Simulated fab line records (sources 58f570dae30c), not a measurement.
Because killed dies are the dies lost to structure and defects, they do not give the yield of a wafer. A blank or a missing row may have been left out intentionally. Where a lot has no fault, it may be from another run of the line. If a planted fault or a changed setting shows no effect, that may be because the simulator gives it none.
Which tool did it? ; flow berkeley-cmos170 ; 21 wafers from 7 lots sampled at 2 of the route's 331 steps

== WHAT THE GAUGES READ, wafer by wafer ==
UCB170_V2_THK_MEAS_01.
lot;measured;on;V2_TEOS_THK (nm)
L936;day 9 13:14;film-metro-01;1997 1992 2037
L939;day 9 15:41;film-metro-02;1989 1974 1981
L935;day 9 19:04;film-metro-04;1997 2019 2054
L942;day 10 05:40;film-metro-04;1989 1975 2000
L946;day 11 15:12;film-metro-01;1970 2020 2006
L950;day 12 01:44;film-metro-04;1985 2038 2006
L957;day 13 19:59;film-metro-01;1983 1991 2014

== WHAT TOOL EACH LOT RAN ON (gives the tool, then ch and the chambers of the sampled wafers, and finally the start) ==
lot;UCB170_M2_PRE_CLEAN_00
L936;pvd-sputter-02, day 9 10:34
L939;pvd-sputter-03, day 9 12:23
L935;pvd-sputter-01, day 9 15:43
L942;pvd-sputter-01, day 10 02:40
L946;pvd-sputter-03, day 11 12:13
L950;pvd-sputter-01, day 11 17:17
L957;pvd-sputter-03, day 13 14:55
- UCB170_M2_PRE_CLEAN_00: preclean etch time 60 s.

== THE ANSWER, worked out from the rows above alone ==
Rule: the lots themselves supply what counts as usual. Put in order of their means at a reading, lots are off if they are a third of the lots or fewer, leave a main group of 4 or more, and stand apart from it by a gap of 3 or more times the standard deviation of the main group's means; of several such gaps the widest counts. The tables above print the reading to a certain number of digits; a main group whose means all agree to those digits is not used. Also off: a lot with no number at a reading for which 4 or more lots have one. Any other lot the step has rows for is counted as sound.
Across all readings shown, no lot is off: no conclusion can be drawn from this.

== WHAT THE SIMULATOR PUT IN ==
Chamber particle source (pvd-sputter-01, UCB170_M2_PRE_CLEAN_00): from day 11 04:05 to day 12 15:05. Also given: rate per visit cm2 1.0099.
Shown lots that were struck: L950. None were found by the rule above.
